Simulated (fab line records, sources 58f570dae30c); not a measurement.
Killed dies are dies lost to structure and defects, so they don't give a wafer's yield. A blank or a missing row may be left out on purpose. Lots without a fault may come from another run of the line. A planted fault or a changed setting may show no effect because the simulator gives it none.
Split-lot experiment | flow berkeley_cmos170 | 5 lots, 16 wafers read, on a route of 331 steps

THE SPLIT
At UCB170_M1_METAL_ETCH_12 (etches Al in Cl2/BCl3, stops on PSG, target depth 780 nm, time 130 s), the setting over_etch_frac was moved away from the recipe's 0.3 on 5 of the 16 wafers read, by -21.6% to +20.0%. The other wafers ran this setting at the recipe's value.

The reading is taken at the split's own step.

THE READING
KrF_of_M1_COAT_04.thk_nm (the simulator's own value, which no gauge read), in nm, at UCB170_M1_METAL_ETCH_12 (etches Al in Cl2/BCl3, stops on PSG, target depth 780 nm, time 130 s). The file gives no usual value for it. The 11 wafers here that ran the recipe average 436.0 nm, standard deviation 9.3 nm.

wafer  | tool, chamber at the split | over_etch_frac as run | against the recipe | KrF_of_M1_COAT_04.thk_nm, nm | against lot-mates on the recipe
L076.1 | rie_metal-03, 0            | 0.3                   | recipe             | 441.1                        | -
L076.2 | rie_metal-03, 1            | 0.3                   | recipe             | 449.4                        | -
L076.5 | rie_metal-03, 1            | 0.3                   | recipe             | 445.5                        | -
L078.1 | rie_metal-03, 0            | 0.3                   | recipe             | 433.9                        | -
L078.3 | rie_metal-03, 0            | 0.3                   | recipe             | 434.6                        | -
L078.5 | rie_metal-03, 0            | 0.3                   | recipe             | 432.1                        | -
L080.1 | rie_metal-02, 0            | 0.2352                | -21.6%             | 454.8                        | +41.0
L080.2 | rie_metal-02, 1            | 0.2352                | -21.6%             | 438.4                        | +24.6
L080.4 | rie_metal-02, 1            | 0.3                   | recipe             | 413.8                        | -
L084.2 | rie_metal-04, 1            | 0.3                   | recipe             | 425.9                        | -
L084.6 | rie_metal-04, 1            | 0.269                 | -10.3%             | 435.2                        | +9.3
L082.1 | rie_metal-03, 1            | 0.3                   | recipe             | 441.4                        | -
L082.2 | rie_metal-03, 0            | 0.3601                | +20.0%             | 417.3                        | -22.5
L082.4 | rie_metal-03, 1            | 0.3                   | recipe             | 439.2                        | -
L082.5 | rie_metal-03, 1            | 0.3601                | +20.0%             | 419.8                        | -20.0
L082.6 | rie_metal-03, 0            | 0.3                   | recipe             | 438.7                        | -

THE FIT
A straight line over all 16 wafers: KrF_of_M1_COAT_04.thk_nm changes by -0.634 nm for each +1% of over_etch_frac; r = -0.62; the points scatter about the line by 9.2 nm.
The same after taking each lot's own level away (the mean of its wafers on the recipe; 16 wafers): -1.28 nm for each +1%; r = -0.96; scatter 4.4 nm.
On that fit, the largest move of over_etch_frac shifts the reading by 28 nm.
The lots' own levels span 413.80 to 445.33 nm, that is 3.4 times the standard deviation above.
So the lot-to-lot level blurs the effect unless lot-mates are compared.
Check: with one of the wafers moved furthest among these (-21.6%) left out of the fit, the line predicts +23.2 nm for it against its lot-mates. It came out at +41 nm against them.
Tool readings at the split's step, against how far the setting was moved: oes_product_au r = -0.77.

OTHER SPLITS ON THESE WAFERS
These wafers also went through other splits before the reading. Each is held against what the fit with the lots' levels taken away leaves over:
other split on the same wafers | wafers away from the commonest value | r with KrF_of_M1_COAT_04.thk_nm (lot level and that fit taken away)
UCB170_M1_SPUTTER_00 power_w   | 0                                    | -
UCB170_M1_EXPOSE_06 dose_mj    | 6                                    | -0.35

THE FILE'S OWN FIT
KrF_of_M1_COAT_04.thk_nm changes by -1.22 nm for each +1% of over_etch_frac, r = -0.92.
